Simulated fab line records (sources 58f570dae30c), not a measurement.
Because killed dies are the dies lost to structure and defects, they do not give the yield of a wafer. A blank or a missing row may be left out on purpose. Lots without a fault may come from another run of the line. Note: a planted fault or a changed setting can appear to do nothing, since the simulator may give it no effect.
The tool behind it: which one? + flow berkeley cmos170 + 20 wafers sampled from 7 lots at 1 step of a route of 331

## WHAT THE GAUGES SHOWED, per wafer
UCB170_START_THK_MEAS_03.
| lot  | measured    | on            | START_OXIDE_THK (nm) |
|------|-------------|---------------|----------------------|
| L682 | day 1 21:40 | film metro-04 | 19.9 19.6 20.1       |
| L685 | day 2 11:38 | film metro-03 | 20.1 20.0 19.8       |
| L687 | day 2 18:33 | film metro-02 | 20.0 19.8 19.6       |
| L689 | day 3 07:11 | film metro-03 | 20.4 20.4            |
| L698 | day 5 00:55 | film metro-04 | 20.6 20.7 20.9       |
| L701 | day 5 20:16 | film metro-04 | 19.6 19.8 19.4       |
| L704 | day 6 12:43 | film metro-03 | 20.1 20.1 20.1       |

## EACH LOT AND THE TOOL THAT RAN IT (in order: tool; ch and the chambers of the sampled wafers; start)
Before these readings, the record contains no process step.

## THE ANSWER, worked out from the rows above alone
Rule: the usual values come from the lots themselves. Put in order of their means at a reading, lots are off if they are a third of the lots or fewer, leave a main group of 4 or more, and stand apart from it by a gap of 3 or more times the standard deviation of the main group's means; of several such gaps the widest counts. Not used: any main group whose means are identical at the precision the tables above print for the reading. A lot without any number at a reading at which 4 lots or more have one is off too. The other lots that the step has rows for count as sound.
Across all readings shown, no lot is off: no conclusion can be drawn from this.

## WHAT WAS PUT IN BY THE SIMULATOR
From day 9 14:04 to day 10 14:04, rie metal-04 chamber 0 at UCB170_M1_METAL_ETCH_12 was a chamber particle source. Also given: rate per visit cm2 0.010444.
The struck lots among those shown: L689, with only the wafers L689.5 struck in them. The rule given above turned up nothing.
